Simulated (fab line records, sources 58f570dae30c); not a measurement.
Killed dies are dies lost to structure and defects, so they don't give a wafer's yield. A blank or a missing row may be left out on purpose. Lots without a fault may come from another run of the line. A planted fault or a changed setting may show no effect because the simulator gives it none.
Problem report in the 8D (eight disciplines) form, filled by code | flow berkeley_cmos170 | the parts of the form that need people (team, actions taken, sign-off) are left out

1. THE PROBLEM
PFIELD_OVL at UCB170_PFIELD_OVL_MEAS_06 reads a mean of 185 nm on 9 wafers of 3 lots; wafers without a fault read 2 nm with a standard deviation of 5.1. That is +36 standard deviations from the usual mean.
First seen on wafer L479.3, day 7 18:56, on overlay-01. The record holds 45 wafers of 15 lots with a number at this step. Rule for "out", or "out of limits": more than 4 standard deviations from the usual mean. The other wafers with a number count as sound.

2. WHAT IT IS AND WHAT IT IS NOT
question                    | is                     | is not
which readings at this step | PFIELD_OVL             | -
which lots                  | L479, L480, L482       | L467, L468, L469, L470, L472, L473, L474, L478, L484, L488, L489, L490
which wafers of those lots  | all that have a number | -
read on which gauges        | overlay-01, overlay-02 | -
when                        | from day 7 18:56       | up to then (24 sound wafers); but 12 sound wafers of L484, L488, L489, L490 came after

3. SUSPECTS, AND WHAT RULES EACH OUT
Counting: a tool at a process step up to the reading stays a suspect if it ran every lot that is out and no sound lot after the first of them.
- the gauge at UCB170_PFIELD_OVL_MEAS_06: ruled out. The wafers that are out were read on 2 gauges (overlay-01, overlay-02).
- krf_scanner-02 at UCB170_PFIELD_EXPOSE_03 (exposes mask PFIELD, target cd 1500 nm): kept. It ran every lot that is out, first L479 (day 7 18:16), and no sound lot after that; its last sound lot up to then is L474 (day 6 18:26).
Left after counting: krf_scanner-02 at UCB170_PFIELD_EXPOSE_03.

4. THE CAUSE (what the simulator had put in)
Scanner matching overlay: krf_scanner-02, from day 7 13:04 on, at UCB170_PFIELD_EXPOSE_03. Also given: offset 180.
Counting left only this tool.

5. THE CHAIN OF EFFECTS, in route order
Each row: a reading whose mean over the struck wafers that have a number lies more than 3 standard deviations from the usual. Only readings for which the record gives a usual standard deviation are gone through. hours: the time from each lot's start at the first step in this table that gives one to its start at this step, as a median over the lots. sigmas: the change in usual standard deviations.
hours | step                      | reading    | usual | on struck wafers | change | sigmas
0     | UCB170_PFIELD_OVL_MEAS_06 | PFIELD_OVL | 2 nm  | 185              | +183   | +36
Later measuring or inspecting steps at which every struck wafer that the step has a row for has a number for every such reading, and none has moved that far: UCB170_NSD_TW_MEAS_10.

6. WHAT WOULD HAVE CAUGHT IT SOONER
In this record the first reading out of limits at a measuring or inspecting step was taken at day 7 18:56, 6 hours after the fault began at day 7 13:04.
Of the lots that are out (3), L482 began UCB170_PFIELD_EXPOSE_03 on krf_scanner-02 after day 7 18:56. A hold on the tool at that time would have spared it.
